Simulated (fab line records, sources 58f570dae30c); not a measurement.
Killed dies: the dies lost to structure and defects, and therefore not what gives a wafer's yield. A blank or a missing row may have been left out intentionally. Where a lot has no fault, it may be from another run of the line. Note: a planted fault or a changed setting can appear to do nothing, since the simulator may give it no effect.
Split-lot experiment || flow berkeley cmos170 || on a route of 331 steps: 5 lots, 23 wafers read

THE SPLIT ITSELF
At UCB170_M1_EXPOSE_06 (exposes mask METAL1, target cd 700 nm), the setting dose mj was moved away from the recipe's 21 on 8 of the 23 wafers read, by -5.6% to +4.5%. This setting was run at the recipe's value on the other wafers.

FROM THE SPLIT TO THE READING: what the file shows between them, 6 steps
- UCB170_M1_PEB_07
- UCB170_M1_DEVELOP_08: develop time 45 s
- UCB170_M1_CD_MEAS_09: target cd 700 nm
- UCB170_M1_ETCH_11: etches BARC in N2/H2
- UCB170_M1_METAL_ETCH_12: etches Al in Cl2/BCl3, stops on PSG, target depth 780 nm, time 130 s
- UCB170_M1_STRIP_13: strips in O2

THE READING
cd nm at UCB170_M1_CD_MEAS_90, given in nm (cd target 700 nm). Typical for fault-free wafers on this fab line: 699.6 nm, with standard deviation 2.1 nm.

{"wafer": "L074.1", "tool, chamber at the split": "krf scanner-02, 0", "dose mj as run": 21, "against the recipe": "recipe", "cd nm, nm": 697.4, "against lot-mates on the recipe": "-"}
{"wafer": "L074.2", "tool, chamber at the split": "krf scanner-02, 0", "dose mj as run": 21, "against the recipe": "recipe", "cd nm, nm": 701.5, "against lot-mates on the recipe": "-"}
{"wafer": "L074.3", "tool, chamber at the split": "krf scanner-02, 0", "dose mj as run": 19.82, "against the recipe": "-5.6%", "cd nm, nm": 711.8, "against lot-mates on the recipe": "+12.3"}
{"wafer": "L074.4", "tool, chamber at the split": "krf scanner-02, 0", "dose mj as run": 19.82, "against the recipe": "-5.6%", "cd nm, nm": 708.9, "against lot-mates on the recipe": "+9.4"}
{"wafer": "L074.6", "tool, chamber at the split": "krf scanner-02, 0", "dose mj as run": 19.82, "against the recipe": "-5.6%", "cd nm, nm": 709.3, "against lot-mates on the recipe": "+9.8"}
{"wafer": "L076.1", "tool, chamber at the split": "krf scanner-02, 0", "dose mj as run": 21, "against the recipe": "recipe", "cd nm, nm": 697.2, "against lot-mates on the recipe": "-"}
{"wafer": "L076.2", "tool, chamber at the split": "krf scanner-02, 0", "dose mj as run": 21, "against the recipe": "recipe", "cd nm, nm": 697.9, "against lot-mates on the recipe": "-"}
{"wafer": "L076.3", "tool, chamber at the split": "krf scanner-02, 0", "dose mj as run": 21, "against the recipe": "recipe", "cd nm, nm": 697.2, "against lot-mates on the recipe": "-"}
{"wafer": "L076.5", "tool, chamber at the split": "krf scanner-02, 0", "dose mj as run": 21, "against the recipe": "recipe", "cd nm, nm": 697.6, "against lot-mates on the recipe": "-"}
{"wafer": "L076.6", "tool, chamber at the split": "krf scanner-02, 0", "dose mj as run": 21, "against the recipe": "recipe", "cd nm, nm": 698.4, "against lot-mates on the recipe": "-"}
{"wafer": "L075.1", "tool, chamber at the split": "krf scanner-02, 0", "dose mj as run": 21, "against the recipe": "recipe", "cd nm, nm": 699.4, "against lot-mates on the recipe": "-"}
{"wafer": "L075.2", "tool, chamber at the split": "krf scanner-02, 0", "dose mj as run": 21, "against the recipe": "recipe", "cd nm, nm": 701.7, "against lot-mates on the recipe": "-"}
{"wafer": "L075.3", "tool, chamber at the split": "krf scanner-02, 0", "dose mj as run": 20.45, "against the recipe": "-2.6%", "cd nm, nm": 704.2, "against lot-mates on the recipe": "+4.0"}
{"wafer": "L075.5", "tool, chamber at the split": "krf scanner-02, 0", "dose mj as run": 20.45, "against the recipe": "-2.6%", "cd nm, nm": 705.2, "against lot-mates on the recipe": "+5.0"}
{"wafer": "L075.6", "tool, chamber at the split": "krf scanner-02, 0", "dose mj as run": 21, "against the recipe": "recipe", "cd nm, nm": 699.5, "against lot-mates on the recipe": "-"}
{"wafer": "L079.1", "tool, chamber at the split": "krf scanner-01, 0", "dose mj as run": 21, "against the recipe": "recipe", "cd nm, nm": 696.6, "against lot-mates on the recipe": "-"}
{"wafer": "L079.2", "tool, chamber at the split": "krf scanner-01, 0", "dose mj as run": 21, "against the recipe": "recipe", "cd nm, nm": 699.9, "against lot-mates on the recipe": "-"}
{"wafer": "L079.3", "tool, chamber at the split": "krf scanner-01, 0", "dose mj as run": 21.95, "against the recipe": "+4.5%", "cd nm, nm": 689.9, "against lot-mates on the recipe": -8.4}
{"wafer": "L079.5", "tool, chamber at the split": "krf scanner-01, 0", "dose mj as run": 21.95, "against the recipe": "+4.5%", "cd nm, nm": 690.4, "against lot-mates on the recipe": -7.9}
{"wafer": "L079.6", "tool, chamber at the split": "krf scanner-01, 0", "dose mj as run": 21.95, "against the recipe": "+4.5%", "cd nm, nm": 692.1, "against lot-mates on the recipe": -6.1}
{"wafer": "L084.2", "tool, chamber at the split": "krf scanner-01, 0", "dose mj as run": 21, "against the recipe": "recipe", "cd nm, nm": 699.3, "against lot-mates on the recipe": "-"}
{"wafer": "L084.3", "tool, chamber at the split": "krf scanner-01, 0", "dose mj as run": 21, "against the recipe": "recipe", "cd nm, nm": 700.3, "against lot-mates on the recipe": "-"}
{"wafer": "L084.5", "tool, chamber at the split": "krf scanner-01, 0", "dose mj as run": 21, "against the recipe": "recipe", "cd nm, nm": 700.6, "against lot-mates on the recipe": "-"}

THE FIT
A straight line over all 23 wafers: cd nm changes by -1.92 nm for each +1% of dose mj; r = -0.96; the points scatter about the line by 1.5 nm.
The same after taking each lot's own level away (the mean of its wafers on the recipe; 23 wafers): -1.77 nm for each +1%; r = -0.97; scatter 1.2 nm.
The reading moves by 10 nm for the largest change in dose mj, on that fit.
Across the lots, their own levels run from 697.66 to 700.20 nm, a range of 1.2 times the standard deviation given above.
The two slopes agree, so the slope changes little with the lot-to-lot level.
Check: +9.52 nm against its lot-mates is what the line predicts for one of the wafers moved furthest among these (-5.6%) when that wafer is left out of the fit. It came out at +12.3 nm against them.

THE WHOLE CHAIN: every reading that the file lists as answering this split, in the file's order
{"step": "UCB170_M1_CD_MEAS_09", "what it does": "target cd 700 nm", "reading": "cd nm", "change (the file's fit)": "-1.93 nm for each +1% of the setting", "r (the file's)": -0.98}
{"step": "UCB170_M1_ETCH_11", "what it does": "etches BARC in N2/H2", "reading": "M1.cd nm (the simulator's own value, which no gauge read)", "change (the file's fit)": "-1.92 nm for each +1% of the setting", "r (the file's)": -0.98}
{"step": "UCB170_M1_METAL_ETCH_12", "what it does": "etches Al in Cl2/BCl3, stops on PSG, target depth 780 nm, time 130 s", "reading": "M1.cd nm (the simulator's own value, which no gauge read)", "change (the file's fit)": "-1.82 nm for each +1% of the setting", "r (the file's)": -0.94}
{"step": "UCB170_M1_CD_MEAS_90", "what it does": "target cd 700 nm", "reading": "cd nm", "change (the file's fit)": "-1.77 nm for each +1% of the setting", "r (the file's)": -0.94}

FILE'S OWN FIT
cd nm changes by -1.77 nm for each +1% of dose mj, r = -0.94.
